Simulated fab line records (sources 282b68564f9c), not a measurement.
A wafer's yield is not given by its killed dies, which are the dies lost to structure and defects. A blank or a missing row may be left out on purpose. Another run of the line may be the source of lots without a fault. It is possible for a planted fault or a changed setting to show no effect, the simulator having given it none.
Problem report, 8D (eight disciplines) form, completed by code || flow rit cmos || the parts of the form that need people (team, actions taken, sign-off) are left out

1. THE PROBLEM
At RIT_PSD_IMPLANT_08, dose ions cm2 averages 4e+15 over 6 wafers from 2 lots, while fault-free wafers read 5e+15, standard deviation 5e+12. That is -99 or more standard deviations from the usual mean.
The first sign was on wafer L539.2 at day 6 09:17, on implanter-04. The record holds 39 wafers of 13 lots with a number at this step. By rule, "out" or "out of limits" means more than 4 standard deviations away from the usual mean. Any other wafer with a number is counted as sound.

2. WHAT IT IS, AND WHAT IT ISN'T
{"question": "which readings at this step", "is": "dose ions cm2", "is not": "-"}
{"question": "which lots", "is": "L539, L540", "is not": "L523, L524, L525, L526, L527, L528, L529, L530, L533, L543, L546"}
{"question": "which wafers of those lots", "is": "all that have a number", "is not": "-"}
{"question": "read on which tools", "is": "implanter-04", "is not": "implanter-01, implanter-03"}
{"question": "when", "is": "from day 6 09:17", "is not": "up to then (27 sound wafers); but 6 sound wafers of L543, L546 came after"}

3. THE SUSPECTS, EACH WITH WHAT RULES IT OUT
Counting: a tool at a process step up to the reading stays a suspect if it ran every lot that is out and no sound lot after the first of them.
- implanter-04 at RIT_PSD_IMPLANT_08: kept. All lots that are out passed through it, beginning with L539 at day 6 09:17, and no sound lot followed; its final sound lot before that point was L530 at day 4 15:18. Its own readings are out on those wafers: dose ions cm2.
The count leaves implanter-04 at RIT_PSD_IMPLANT_08.

4. THE CAUSE (what the simulator had put in)
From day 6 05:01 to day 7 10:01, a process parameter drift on implanter-04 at RIT_PSD_IMPLANT_08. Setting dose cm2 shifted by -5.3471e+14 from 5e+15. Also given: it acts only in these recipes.
The count eliminated every tool but this one.

5. THE CHAIN OF EFFECTS, in route order
Each row: a reading where the mean over the struck wafers with a number is more than 3 standard deviations away from the usual. Only readings whose record carries a usual standard deviation are examined. hours: median over the lots of the time between each lot's start at the first step of this table that gives one and its start at this step. sigmas: the change, counted in usual standard deviations.
{"hours": 0, "step": "RIT_PSD_IMPLANT_08", "reading": "dose ions cm2", "usual": 5e+15, "on struck wafers": 4e+15, "change": -5e+14, "sigmas": "-99 or more"}
{"hours": 1, "step": "RIT_SDANNEAL_RS_MEAS_04", "reading": "PSD_RS", "usual": "116.0 ohm/sq", "on struck wafers": 117.3, "change": "+1.3", "sigmas": "+3.3"}
Here are the process steps it includes:
- RIT_PSD_IMPLANT_08

6. HOW IT WOULD HAVE BEEN CAUGHT EARLIER
In this record no reading fell out of limits until day 6 09:17, 4 hours after the fault had begun at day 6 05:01.
